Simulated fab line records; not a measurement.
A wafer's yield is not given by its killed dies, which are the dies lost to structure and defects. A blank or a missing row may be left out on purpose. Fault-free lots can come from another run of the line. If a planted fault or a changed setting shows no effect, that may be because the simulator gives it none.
Which tool is to blame? / flow ritCmos / 14 lots with 42 wafers sampled at 3 steps, on a route of 202 steps

## WHAT EACH GAUGE READ, for each wafer
RIT_PWELL_TW_MEAS_10.
lot=L500; measured=day 2 00:26; on=filmMetro-04; PWELL_TW=934 940 936
lot=L501; measured=day 2 05:27; on=filmMetro-04; PWELL_TW=937 937 944
lot=L502; measured=day 2 10:17; on=filmMetro-02; PWELL_TW=949 942 948
lot=L503; measured=day 2 15:08; on=filmMetro-04; PWELL_TW=943 945 941
lot=L504; measured=day 2 20:25; on=filmMetro-01; PWELL_TW=942 946 945
lot=L505; measured=day 3 02:01; on=filmMetro-04; PWELL_TW=941 937 939
lot=L506; measured=day 3 07:00; on=filmMetro-01; PWELL_TW=952 956 959
lot=L507; measured=day 3 16:22; on=filmMetro-01; PWELL_TW=946 945 950
lot=L512; measured=day 4 13:59; on=filmMetro-04; PWELL_TW=1113 1114 1120
lot=L514; measured=day 4 22:37; on=filmMetro-02; PWELL_TW=1118 1120 1118
lot=L517; measured=day 5 13:11; on=filmMetro-01; PWELL_TW=946 944 942
lot=L519; measured=day 5 23:11; on=filmMetro-02; PWELL_TW=948 951 947
lot=L520; measured=day 6 03:42; on=filmMetro-01; PWELL_TW=949 950 947
lot=L522; measured=day 6 14:48; on=filmMetro-02; PWELL_TW=950 950 942

RIT_WELLDRIVE_RS_MEAS_02: a four-point-probe measurement.
lot=L500; measured=day 2 05:44; on=filmMetro-02; PWELL_RS (ohm/sq)=430.4 429.2 430.8
lot=L501; measured=day 2 11:04; on=filmMetro-02; PWELL_RS (ohm/sq)=431.4 430.9 430.4
lot=L502; measured=day 2 17:05; on=filmMetro-02; PWELL_RS (ohm/sq)=431.8 431.5 429.9
lot=L503; measured=day 2 21:22; on=filmMetro-01; PWELL_RS (ohm/sq)=427.0 429.3 428.5
lot=L504; measured=day 3 02:25; on=filmMetro-02; PWELL_RS (ohm/sq)=430.9 430.6 431.2
lot=L505; measured=day 3 07:47; on=filmMetro-04; PWELL_RS (ohm/sq)=428.7 427.2 428.1
lot=L506; measured=day 3 13:10; on=filmMetro-02; PWELL_RS (ohm/sq)=428.7 428.2 429.3
lot=L507; measured=day 3 21:38; on=filmMetro-04; PWELL_RS (ohm/sq)=428.9 428.7 429.8
lot=L512; measured=day 4 20:10; on=filmMetro-04; PWELL_RS (ohm/sq)=309.6 309.0 308.7
lot=L514; measured=day 5 04:50; on=filmMetro-01; PWELL_RS (ohm/sq)=309.1 308.3 308.2
lot=L517; measured=day 5 18:28; on=filmMetro-01; PWELL_RS (ohm/sq)=431.9 430.3 429.7
lot=L519; measured=day 6 04:44; on=filmMetro-04; PWELL_RS (ohm/sq)=429.0 430.2 430.2
lot=L520; measured=day 6 08:58; on=filmMetro-01; PWELL_RS (ohm/sq)=427.1 429.8 430.0
lot=L522; measured=day 6 20:04; on=filmMetro-02; PWELL_RS (ohm/sq)=430.0 430.7 430.2

## TOOL THAT RAN EACH LOT (tool first, then ch and the chambers of the sampled wafers, then the start)
lot=L500; RIT_PWELL_IMPLANT_08=implanter-04 ch 0, day 2 00:10
lot=L501; RIT_PWELL_IMPLANT_08=implanter-01 ch 0, day 2 05:10
lot=L502; RIT_PWELL_IMPLANT_08=implanter-01 ch 0, day 2 10:00
lot=L503; RIT_PWELL_IMPLANT_08=implanter-01 ch 0, day 2 14:49
lot=L504; RIT_PWELL_IMPLANT_08=implanter-03 ch 0, day 2 20:06
lot=L505; RIT_PWELL_IMPLANT_08=implanter-03 ch 0, day 3 01:41
lot=L506; RIT_PWELL_IMPLANT_08=implanter-04 ch 0, day 3 06:42
lot=L507; RIT_PWELL_IMPLANT_08=implanter-04 ch 0, day 3 16:04
lot=L512; RIT_PWELL_IMPLANT_08=implanter-03 ch 0, day 4 13:41
lot=L514; RIT_PWELL_IMPLANT_08=implanter-03 ch 0, day 4 22:17
lot=L517; RIT_PWELL_IMPLANT_08=implanter-01 ch 0, day 5 12:53
lot=L519; RIT_PWELL_IMPLANT_08=implanter-04 ch 0, day 5 22:52
lot=L520; RIT_PWELL_IMPLANT_08=implanter-04 ch 0, day 6 03:23
lot=L522; RIT_PWELL_IMPLANT_08=implanter-01 ch 0, day 6 14:28
- RIT_PWELL_IMPLANT_08

## WHAT THE TOOLS THEMSELVES READ (means of the sampled wafers that have a number; where no wafer has one, the mark that the record gives instead)
RIT_PWELL_IMPLANT_08.
lot=L500 tool=implanter-04 doseIonsCm2=7.004e+13 faradayCurrentUA=221
lot=L501 tool=implanter-01 doseIonsCm2=6.998e+13 faradayCurrentUA=219
lot=L502 tool=implanter-01 doseIonsCm2=7.000e+13 faradayCurrentUA=217
lot=L503 tool=implanter-01 doseIonsCm2=6.999e+13 faradayCurrentUA=228
lot=L504 tool=implanter-03 doseIonsCm2=6.996e+13 faradayCurrentUA=223
lot=L505 tool=implanter-03 doseIonsCm2=6.999e+13 faradayCurrentUA=223
lot=L506 tool=implanter-04 doseIonsCm2=7.005e+13 faradayCurrentUA=226
lot=L507 tool=implanter-04 doseIonsCm2=6.994e+13 faradayCurrentUA=225
lot=L512 tool=implanter-03 doseIonsCm2=1.188e+14 faradayCurrentUA=382
lot=L514 tool=implanter-03 doseIonsCm2=1.189e+14 faradayCurrentUA=379
lot=L517 tool=implanter-01 doseIonsCm2=6.999e+13 faradayCurrentUA=222
lot=L519 tool=implanter-04 doseIonsCm2=6.991e+13 faradayCurrentUA=225
lot=L520 tool=implanter-04 doseIonsCm2=7.000e+13 faradayCurrentUA=221
lot=L522 tool=implanter-01 doseIonsCm2=6.999e+13 faradayCurrentUA=227

## THE ANSWER, worked out from the rows above alone
Rule: the lots themselves supply what counts as usual. Put in order of their means at a reading, lots are off if they are a third of the lots or fewer, leave a main group of 4 or more, and stand apart from it by a gap of 3 or more times the standard deviation of the main group's means; of several such gaps the widest counts. A main group whose means are all the same, to the digits that the tables above print for the reading, isn't used. Also off: a lot with no number at a reading for which 4 or more lots have one. The other lots that the step has rows for count as sound. After the gauges, taken in route order, come the tools' own readings; for these a lot's mean is taken, as printed above. At the first step where some lot is off, the reading lying furthest off is the one used; lots without a number count as furthest.
Off: L512, L514, at RIT_PWELL_TW_MEAS_10 (PWELL_TW). Mean 945 and standard deviation 5 in the main group.
A tool fits if, at a process step before that reading, it ran every lot that is off, and no sound lot after the first of them. Not tried: the gauges at RIT_PWELL_TW_MEAS_10; whatever is off there is also off at RIT_PWELL_IMPLANT_08, on other tools, and gauge error can't account for it. One fits: RIT_PWELL_IMPLANT_08 on implanter-03. Its last sound lot is L505 (day 3 01:41), its first lot that is off L512 (day 4 13:41): a fault that began between those two fits.
The tool's own readings at RIT_PWELL_IMPLANT_08 bear it out: on the lots that are off they differ by more than 5 times the standard deviation of the sound lots' means. doseIonsCm2 reads 1.188e+14 there against 6.999e+13 on the sound lots; faradayCurrentUA reads 380 there against 223 on the sound lots.

## WHAT THE SIMULATOR HAD INSERTED
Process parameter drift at RIT_PWELL_IMPLANT_08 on implanter-03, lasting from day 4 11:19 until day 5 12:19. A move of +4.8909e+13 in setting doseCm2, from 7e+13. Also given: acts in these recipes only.
Lots struck among those shown: L512, L514. The rule above reached the same finding.
